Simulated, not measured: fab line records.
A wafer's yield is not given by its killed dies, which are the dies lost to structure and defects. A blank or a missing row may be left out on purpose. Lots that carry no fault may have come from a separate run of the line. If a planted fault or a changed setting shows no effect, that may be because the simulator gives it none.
fab line records | flow ritCmos
record lots=13 wafers=39 lastDay=7
route steps=202 shown PSD@151 SILICIDE@167 CONTACT@169 M1@184
lots untouched by any fault: they come from a run of this same line in which no faults occurred
startH: hours from the record's first day to the start of the lot's first wafer shown | waitH: time in hours since the lot's previous step | " same as the row above | L1.1+2: one row covering several wafers at once | - value missing, or start not given | * or withheld: withheld | < > ~ a bound
route shown NAME@n: names a module that has steps shown in the file, with the first one's number in the route | usual: mean/standard deviation of fault-free wafers | same: alike in all rows | chamber/n: place in a boat | sites: readings site by site | _std_site: their standard deviation | _edge_site: mean of outer sites minus mean of inner sites | radiusMm: for every site, how far away it sits from the centre of the wafer | mask NAME#n: copy n | behind: tool/chamber where the wafer was last shaped | hold: why the lot was held/for how many hours/how that ended | device: names the non-switching transistor (n, p or np) | end of line: tests run on the same wafers once the route is complete | a step given without rows: its recipe and nothing more | killed: dies that structure and defects cost at the first sort, which is not the same as the wafer's yield | map: a wafer's dies, marking killed ones x, the rest . and places with no die _
set.NAME: the run value of the setting; set.NAME@STEP: its run value at that earlier step | model.NAME: the simulator's own value behind a step, which no gauge read
the route's steps for a sample of lots (tables are steps, rows are wafers)
services: when a tool's chamber went out of use (startH, in hours from the record's first day, below 0 if earlier), for how many hours, and the reason
## steps
# step RIT_PSD_STRIP_09
# recipe chemistry=O2 timeS=180 resist=NOVOLAK platenTempC=withheld powerW=500 pressureMtorr=4000 o2FlowSccm=4000
# usual drypumpMotorCurrentA=5.5/0.43 rfReflPowerW=6.8/0.62
# columns lot.wafer tool chamber startH waitH drypumpMotorCurrentA rfHoursCounterH rfReflPowerW
L341.1 plasmaAsher-02 1 59.45 0.1 6.1 40 7.2
L341.3 " 1 " " 6.1 - 7.2
L341.6 " 0 " " 5.3 - 7.1
L342.1 plasmaAsher-02 0 65.69 0.1 5.3 41 7.0
L342.3 " 0 " " 5.3 - 7.0
L342.6 " 0 " " 5.3 - 6.7
L343.2 plasmaAsher-02 1 67.09 0.2 6.1 41 7.1
L343.5 " 0 " " 5.3 - 6.7
L343.6 " 1 " " 6.1 - 7.2
L344.4 plasmaAsher-04 0 71.59 0.1 5.8 - 7.7
L344.5 " 0 " " 5.8 - 7.3
L344.6 " 1 " " 5.2 - 6.0
L345.1 plasmaAsher-02 1 73.03 0.1 6.1 41 7.1
L345.5 " 0 " " 5.3 - 7.3
L345.6 " 1 " " 6.1 - 7.1
L347.1 plasmaAsher-01 1 83.59 0.1 5.4 44 6.3
L347.3 " 0 " " 4.9 - 6.0
L347.5 " 0 " " 4.9 - 5.8
L354.1 plasmaAsher-01 1 118.83 0.1 5.4 48 6.3
L354.2 " 0 " " 4.9 48 6.2
L354.4 " 1 " " 5.4 - 6.2
L356.2 plasmaAsher-01 1 129.81 0.1 5.4 49 6.0
L356.5 " 1 " " 5.4 - 6.2
L356.6 " 0 " " 4.9 - 6.1
L358.2 plasmaAsher-01 1 136.94 0.1 5.4 50 6.4
L358.4 " 0 " " 4.9 - 6.3
L358.6 " 0 " " 4.9 - 5.9
L360.1 plasmaAsher-04 1 146.68 0.1 5.2 38 5.9
L360.2 " 0 " " 5.8 38 8.3
L360.4 " 0 " " 5.7 - 7.6
L362.2 plasmaAsher-02 1 156.11 0.1 6.2 4 7.3
L362.3 " 0 " " 5.3 - 7.3
L362.4 " 1 " " 6.2 - 7.2
L363.2 plasmaAsher-02 0 165.14 0.1 5.3 5 6.8
L363.5 " 0 " " 5.3 - 7.1
L363.6 " 1 " " 6.2 - 7.3
L364.1 plasmaAsher-02 1 170.68 0.1 6.1 6 7.3
L364.4 " 0 " " 5.3 - 7.0
L364.6 " 0 " " 5.3 - 7.0
# step RIT_SILICIDE_RTA_06
# recipe tempC=750 timeS=10 idleTempC=25 rampUpS=5 rampDownS=10 coolToC=25 ambient=N2
# usual annealTempCMax=752.2/0.5 wafer_temp_C_max=752.9/1.1
# columns lot.wafer tool chamber startH waitH annealTempCMax wafer_temp_C_max
L341.1 rtpAnneal-02 0 61.23 0.0 752.4 752.1
L341.3 " 0 " " 752.1 752.1
L341.6 " 0 " " 751.8 752.8
L342.1 rtpAnneal-02 0 67.28 0.0 752.3 752.1
L342.3 " 0 " " 751.8 752.3
L342.6 " 0 " " 752.5 751.9
L343.2 rtpAnneal-02 0 68.73 0.0 753.0 751.7
L343.5 " 0 " " 752.1 751.6
L343.6 " 0 " " 753.0 751.9
L344.4 rtpAnneal-01 0 73.17 0.0 752.6 754.0
L344.5 " 0 " " 752.3 754.9
L344.6 " 0 " " 751.8 756.1
L345.1 rtpAnneal-02 0 74.63 0.0 753.6 752.4
L345.5 " 0 " " 751.6 752.0
L345.6 " 0 " " 751.8 752.2
L347.1 rtpAnneal-02 0 85.21 0.0 752.7 751.2
L347.3 " 0 " " 752.6 751.1
L347.5 " 0 " " 752.4 751.6
L354.1 rtpAnneal-01 0 120.42 0.0 752.0 754.0
L354.2 " 0 " " 752.6 753.9
L354.4 " 0 " " 752.4 754.1
L356.2 rtpAnneal-01 0 131.43 0.0 752.1 753.5
L356.5 " 0 " " 752.3 753.5
L356.6 " 0 " " 751.5 753.8
L358.2 rtpAnneal-01 0 138.56 0.0 751.0 753.3
L358.4 " 0 " " 752.0 753.9
L358.6 " 0 " " 752.1 753.4
L360.1 rtpAnneal-01 0 148.31 0.0 751.6 753.7
L360.2 " 0 " " 752.4 753.6
L360.4 " 0 " " 752.8 754.4
L362.2 rtpAnneal-01 0 157.74 0.0 752.1 753.3
L362.3 " 0 " " 752.6 752.7
L362.4 " 0 " " 751.9 752.9
L363.2 rtpAnneal-02 0 166.78 0.0 753.0 752.5
L363.5 " 0 " " 752.4 753.2
L363.6 " 0 " " 751.8 752.1
L364.1 rtpAnneal-01 0 172.27 0.0 752.3 753.0
L364.4 " 0 " " 751.6 753.3
L364.6 " 0 " " 753.0 753.0
# step RIT_CONTACT_THK_MEAS_01
# recipe reads=SiO2_of_CONTACT_CVD_00
# usual CONTACT_TEOS_THK=399/4.7
# columns lot.wafer tool chamber startH waitH CONTACT_TEOS_THK[nm]
L341.1 filmMetro-03 - 61.35 0.0 401
L341.3 " - " " 395
L341.6 " - " " 406
L342.1 filmMetro-03 - 67.40 0.0 390
L342.3 " - " " 398
L342.6 " - " " 402
L343.2 filmMetro-02 - 68.85 0.0 394
L343.5 " - " " 400
L343.6 " - " " 400
L344.4 filmMetro-03 - 73.28 0.0 403
L344.5 " - " " 399
L344.6 " - " " 401
L345.1 filmMetro-03 - 74.75 0.0 391
L345.5 " - " " 395
L345.6 " - " " 398
L347.1 filmMetro-03 - 85.33 0.0 401
L347.3 " - " " 399
L347.5 " - " " 404
L354.1 filmMetro-01 - 120.54 0.0 388
L354.2 " - " " 394
L354.4 " - " " 392
L356.2 filmMetro-01 - 131.54 0.0 396
L356.5 " - " " 402
L356.6 " - " " 404
L358.2 filmMetro-03 - 138.68 0.0 400
L358.4 " - " " 402
L358.6 " - " " 407
L360.1 filmMetro-02 - 148.43 0.0 397
L360.2 " - " " 395
L360.4 " - " " 402
L362.2 filmMetro-02 - 157.86 0.0 398
L362.3 " - " " 398
L362.4 " - " " 403
L363.2 filmMetro-03 - 166.89 0.0 397
L363.5 " - " " 406
L363.6 " - " " 408
L364.1 filmMetro-03 - 172.39 0.0 404
L364.4 " - " " 407
L364.6 " - " " 411
# step RIT_M1_SPUTTER_00
# recipe material=Al targetThkNm=400 powerW=2037 chamberPressurePa=0.4 gas=Ar timeS=500 substrateTempC=25
# usual throttleValvePct=30.3/0.67
# columns lot.wafer tool chamber startH waitH throttleValvePct
L341.1 pvdSputter-01 - 63.54 0.0 31.4
L341.3 " - " " 30.6
L341.6 " - " " 31.4
L342.1 pvdSputter-01 - 69.71 0.0 31.1
L342.3 " - " " 30.0
L342.6 " - " " 29.8
L343.2 pvdSputter-03 - 71.04 0.0 30.5
L343.5 " - " " 29.1
L343.6 " - " " 30.5
L344.4 pvdSputter-01 - 75.42 0.0 31.2
L344.5 " - " " 31.4
L344.6 " - " " 29.9
L345.1 pvdSputter-03 - 77.11 0.0 30.5
L345.5 " - " " 30.6
L345.6 " - " " 30.5
L347.1 pvdSputter-03 - 87.50 0.0 30.2
L347.3 " - " " 29.1
L347.5 " - " " 29.7
L354.1 pvdSputter-01 - 122.92 0.0 31.0
L354.2 " - " " 29.5
L354.4 " - " " 31.2
L356.2 pvdSputter-01 - 133.83 0.0 30.7
L356.5 " - " " 29.9
L356.6 " - " " 30.6
L358.2 pvdSputter-01 - 141.03 0.0 30.6
L358.4 " - " " 29.6
L358.6 " - " " 31.1
L360.1 pvdSputter-01 - 150.66 0.0 30.0
L360.2 " - " " 31.4
L360.4 " - " " 31.0
L362.2 pvdSputter-01 - 160.02 0.0 30.7
L362.3 " - " " 30.8
L362.4 " - " " 30.0
L363.2 pvdSputter-03 - 169.21 0.0 30.5
L363.5 " - " " 29.5
L363.6 " - " " 30.7
L364.1 pvdSputter-04 - 174.60 0.0 30.0
L364.4 " - " " 30.7
L364.6 " - " " 30.0
# step RIT_M1_RS_MEAS_01
# recipe thkMeasGauge=four-point-probe reads=Al_of_M1_SPUTTER_00
# usual M1_AL_RS=0.0718/0.00056
# columns lot.wafer tool chamber startH waitH M1_AL_RS[ohm/sq]
L341.1 filmMetro-04 - 63.83 0.1 0.0713
L341.3 " - " " 0.0721
L341.6 " - " " 0.0718
L342.1 filmMetro-04 - 70.01 0.1 0.0719
L342.3 " - " " 0.0715
L342.6 " - " " 0.0710
L343.2 filmMetro-03 - 71.36 0.2 0.0708
L343.5 " - " " 0.0709
L343.6 " - " " 0.0710
L344.4 filmMetro-03 - 75.78 0.2 0.0717
L344.5 " - " " 0.0714
L344.6 " - " " 0.0712
L345.1 filmMetro-03 - 77.41 0.1 0.0726
L345.5 " - " " 0.0729
L345.6 " - " " 0.0729
L347.1 filmMetro-02 - 87.80 0.1 0.0482
L347.3 " - " " 0.0719
L347.5 " - " " 0.0727
L354.1 filmMetro-03 - 123.21 0.1 0.0716
L354.2 " - " " 0.0711
L354.4 " - " " 0.0713
L356.2 filmMetro-02 - 134.14 0.2 0.0714
L356.5 " - " " 0.0712
L356.6 " - " " 0.0714
L358.2 filmMetro-04 - 141.34 0.2 0.0718
L358.4 " - " " 0.0718
L358.6 " - " " 0.0715
L360.1 filmMetro-03 - 150.95 0.1 0.0718
L360.2 " - " " 0.0722
L360.4 " - " " 0.0723
L362.2 filmMetro-04 - 160.33 0.2 0.0732
L362.3 " - " " 0.0723
L362.4 " - " " 0.0722
L363.2 filmMetro-02 - 169.53 0.2 0.0717
L363.5 " - " " 0.0720
L363.6 " - " " 0.0722
L364.1 filmMetro-03 - 174.89 0.1 0.0730
L364.4 " - " " 0.0724
L364.6 " - " " 0.0728
# step RIT_M1_THK_MEAS_02
# recipe thkMeasGauge=xrf reads=Al_of_M1_SPUTTER_00
# usual M1_AL_THK=409/3.7
# columns lot.wafer tool chamber startH waitH M1_AL_THK[nm]
L341.1 filmMetro-04 - 63.95 0.1 413
L341.3 " - " " 411
L341.6 " - " " 412
L342.1 filmMetro-04 - 70.13 0.1 410
L342.3 " - " " 415
L342.6 " - " " 413
L343.2 filmMetro-03 - 71.47 0.1 413
L343.5 " - " " 412
L343.6 " - " " 410
L344.4 filmMetro-03 - 75.87 0.1 404
L344.5 " - " " 408
L344.6 " - " " 411
L345.1 filmMetro-03 - 77.53 0.1 400
L345.5 " - " " 401
L345.6 " - " " 400
L347.1 filmMetro-02 - 87.92 0.1 606
L347.3 " - " " 409
L347.5 " - " " 407
L354.1 filmMetro-03 - 123.33 0.1 408
L354.2 " - " " 411
L354.4 " - " " 412
L356.2 filmMetro-02 - 134.25 0.1 413
L356.5 " - " " 413
L356.6 " - " " 416
L358.2 filmMetro-04 - 141.45 0.1 411
L358.4 " - " " 411
L358.6 " - " " 414
L360.1 filmMetro-03 - 151.07 0.1 408
L360.2 " - " " 405
L360.4 " - " " 403
L362.2 filmMetro-04 - 160.44 0.1 401
L362.3 " - " " 408
L362.4 " - " " 410
L363.2 filmMetro-02 - 169.64 0.1 412
L363.5 " - " " 409
L363.6 " - " " 408
L364.1 filmMetro-03 - 175.01 0.1 399
L364.4 " - " " 404
L364.6 " - " " 401
# step RIT_M1_METAL_ETCH_12
# recipe stopOn=SiO2 chemistry=Cl2/BCl3 target=Al timeS=165 overEtchFrac=0.5 pressureMtorr=100 targetDepthA=6000 rfW=250 Cl2_flow_sccm=60 bcl3FlowSccm=50
# usual drypumpMotorCurrentA=5.9/0.6 oesProductAu=0.790/0.017 throttleValvePct=8.29/0.13
# columns lot.wafer tool chamber startH waitH drypumpMotorCurrentA oesProductAu rfHoursCounterH throttleValvePct
L341.1 rieMetal-03 0 65.64 0.2 6.1 0.816 3 8.20
L341.3 " 1 " " 6.7 0.780 - 8.41
L341.6 " 0 " " 6.2 0.806 - 8.20
L342.1 rieMetal-04 0 71.72 0.2 6.0 0.779 34 8.38
L342.3 " 0 " " 6.0 0.779 - 8.37
L342.6 " 0 " " 6.0 0.781 - 8.36
L343.2 rieMetal-03 0 72.86 0.2 6.1 0.821 3 8.23
L343.5 " 1 " " 6.8 0.794 - 8.40
L343.6 " 0 " " 6.2 0.815 - 8.19
L344.4 rieMetal-02 0 77.24 0.1 4.7 0.774 - 8.42
L344.5 " 0 " " 4.8 0.777 - 8.39
L344.6 " 1 " " 5.9 0.798 - 8.05
L345.1 rieMetal-04 0 79.00 0.2 6.0 0.776 34 8.36
L345.5 " 1 " " 5.9 0.758 - 8.34
L345.6 " 0 " " 6.0 0.771 - 8.37
L347.1 rieMetal-02 0 89.42 0.2 4.8 0.967 1 8.38
L347.3 " 0 " " 4.8 0.778 - 8.42
L347.5 " 0 " " 4.8 0.778 - 8.38
L354.1 rieMetal-04 1 124.76 0.2 5.9 0.774 33 8.33
L354.2 " 0 " " 6.0 0.777 35 8.38
L354.4 " 0 " " 6.0 0.779 - 8.35
L356.2 rieMetal-02 1 135.83 0.2 5.9 0.802 1 8.06
L356.5 " 1 " " 5.9 0.803 - 8.05
L356.6 " 0 " " 4.8 0.783 - 8.39
L358.2 rieMetal-02 1 142.79 0.2 6.0 0.792 2 8.06
L358.4 " 0 " " 4.8 0.779 - 8.41
L358.6 " 0 " " 4.7 0.775 - 8.41
L360.1 rieMetal-02 0 152.42 0.2 4.8 0.777 2 8.40
L360.2 " 1 " " 5.9 0.789 2 8.06
L360.4 " 1 " " 5.9 0.793 - 8.06
L362.2 rieMetal-03 0 161.90 0.2 6.1 0.810 4 8.20
L362.3 " 1 " " 6.7 0.787 - 8.40
L362.4 " 0 " " 6.1 0.805 - 8.19
L363.2 rieMetal-04 1 171.10 0.2 5.9 0.814 0 8.33
L363.5 " 1 " " 5.8 0.810 - 8.32
L363.6 " 0 " " 6.0 0.814 - 8.37
L364.1 rieMetal-02 1 176.47 0.2 5.9 0.781 2 8.05
L364.4 " 1 " " 5.9 0.790 - 8.04
L364.6 " 0 " " 4.7 0.772 - 8.40
## services
# columns tool chamber startH hours kind
rieMetal-03 - 40.98 0.8 repair
rtpAnneal-02 - 44.45 3.1 pm
pvdSputter-01 - 50.74 1.9 repair
rtpAnneal-01 - 62.40 5.4 pm
pvdSputter-04 - 83.32 7.8 repair
pvdSputter-01 - 95.82 1.7 repair
plasmaAsher-02 - 108.75 9.0 pm
plasmaAsher-02 0 108.75 9.0 ventCycle
plasmaAsher-02 1 108.75 9.0 ventCycle
plasmaAsher-02 0 117.75 - clean
plasmaAsher-02 1 117.75 - clean
rieMetal-04 - 136.12 20.0 pm
rieMetal-04 0 136.12 20.0 ventCycle
rieMetal-04 1 136.12 20.0 ventCycle
rieMetal-04 0 156.12 - clean
rieMetal-04 1 156.12 - clean
rieMetal-02 - 158.50 14.6 pm
plasmaAsher-04 - 168.76 2.8 pm
## key
firstSign step=RIT_M1_RS_MEAS_01 reading=M1_AL_RS direction=down sigmas=42 usual=0.0718 struck=0.0482
effect step=RIT_M1_THK_MEAS_02 reading=M1_AL_THK direction=up sigmas=53 usual=409 struck=606
effect step=RIT_M1_METAL_ETCH_12 reading=oesProductAu direction=up sigmas=10 usual=0.790 struck=0.967
metAt RIT_M1_SPUTTER_00
struckLots L347
struckWafers L347.1
laterRowsLeftOut L347.1
sortLeftOut L347.1
notActingAt RIT_PSD_STRIP_09,RIT_SILICIDE_RTA_06,RIT_CONTACT_THK_MEAS_01
onsetBetween 77.11 87.50
fault kind=processParameterDrift tool=pvdSputter-03 chamber=- onsetH=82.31 steps=RIT_M1_SPUTTER_00 channel=targetThkNm offset=193.98 shape=step endH=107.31 stated=400 scope=struckWafersOnly
# sortLeftOut: the simulated sort isn't trusted on such a fault, so these wafers' sort isn't shown, and their yield isn't known
# laterRowsLeftOut: the simulator's readings of these wafers behind a module that went badly wrong aren't trusted and aren't shown, but for the sort
